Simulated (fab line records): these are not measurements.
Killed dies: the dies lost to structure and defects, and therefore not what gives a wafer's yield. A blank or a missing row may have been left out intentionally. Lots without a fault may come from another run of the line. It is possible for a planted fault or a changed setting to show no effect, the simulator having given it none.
Comparing a struck lot with a sound one :: flow ritCmos :: 15 out of 202 route steps
Sound: these wafers, L138.1, L138.2, L138.5. Struck: wafers L153.1, L153.2, L153.4. Last of all comes the cause.
Per side, at each step with rows, come the tool, then ch with its chambers, and then its first start. Under that, the readings that differ: sound wafers :: struck wafers :: difference of the means :: sigmas: that difference in standard deviations of wafers without a fault.
alike: readings with means less than 2 such deviations apart, plus words and numbers identical on both sides. not compared: withheld readings, readings lacking a value on some wafer, bounds such as >300 that could conceal the same value, and numbers that have no deviation in the record and whose values overlap.
Wherever a step has rows on one side only, a row that says differs or no value, or a row with sigmas, the two part there. Non-overlapping numbers with no deviation appear without sigmas and do not part them. Lack of a reading on every wafer of one side parts them only where that side has two or more wafers.

RIT_GATE_OVL_MEAS_17:
  sound on overlay-02, day 2 13:20; struck on overlay-01, day 5 17:07
  alike: GATE_OVL
then, 1 step without rows for these wafers: RIT_GATE_HARDBAKE_18 (time 60 s).
RIT_GATE_ETCH_19: etches poly-Si in SF6/CHF3/O2, stops on SiO2, time 165 s, target depth 312.5 nm.
  sound on rieSi-01 ch 1,3, day 2 13:31; struck on rieSi-02 ch 0,2,3, day 5 17:18
  alike: O2_flow_sccm, drypumpMotorCurrentA, oesProductAu, throttleValvePct
  not compared: rfHoursCounterH
RIT_GATE_STRIP_20: strips in O2, time 180 s.
  sound on plasmaAsher-04 ch 0,1, day 2 13:37; struck on plasmaAsher-03 ch 0,1, day 5 17:25
  alike: drypumpMotorCurrentA
  not compared: rfHoursCounterH
RIT_GATE_CD_MEAS_90: the cd target is 150 nm.
  sound on cdSem-01, day 2 16:16; struck on cdSem-01, day 5 17:35
  alike: cdNm
then, 4 steps without rows for these wafers: RIT_REOX_CLEAN_00 (cleans in SC1, time 600 s); RIT_REOX_CLEAN_01 (cleans in dHF, time 30 s); RIT_REOX_CLEAN_02 (cleans in SC2, time 600 s); RIT_REOX_OXIDATION_03 (target thk 25.2 nm, ox time 5310 s).
RIT_REOX_THK_MEAS_04:
  sound on filmMetro-01, day 2 19:20; struck on filmMetro-03, day 5 20:37
  alike: REOX_OXIDE_THK
then, 2 steps without rows for these wafers: RIT_NLDD_HMDS_00 (prime time 60 s); RIT_NLDD_COAT_01 (resist thk 1000 nm).
RIT_NLDD_SOFTBAKE_02: time 60 s.
  sound on lithoTrack-02 ch 0, day 2 19:41; struck on lithoTrack-02 ch 0, day 5 20:59
reading: heaterPowerTotalW (W)
sound: 34.58 34.57 34.56
struck: 34.28 34.26 34.26
difference: -0.30
sigmas: -6

reading: plateTempC (C)
sound: 89.90 89.99 90.00
struck: 89.65 89.54 89.78
difference: -0.31
sigmas: -3
then, 2 steps without rows for these wafers: RIT_NLDD_EXPOSE_03 (exposes mask M7, target cd 40700 nm); RIT_M1_PROBE_99.

## WHERE THEY PART
Within this record, at RIT_NLDD_SOFTBAKE_02 only.

WHY: what had been put in by the simulator
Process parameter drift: lithoTrack-02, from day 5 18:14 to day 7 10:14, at RIT_NLDD_SOFTBAKE_02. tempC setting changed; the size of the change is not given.
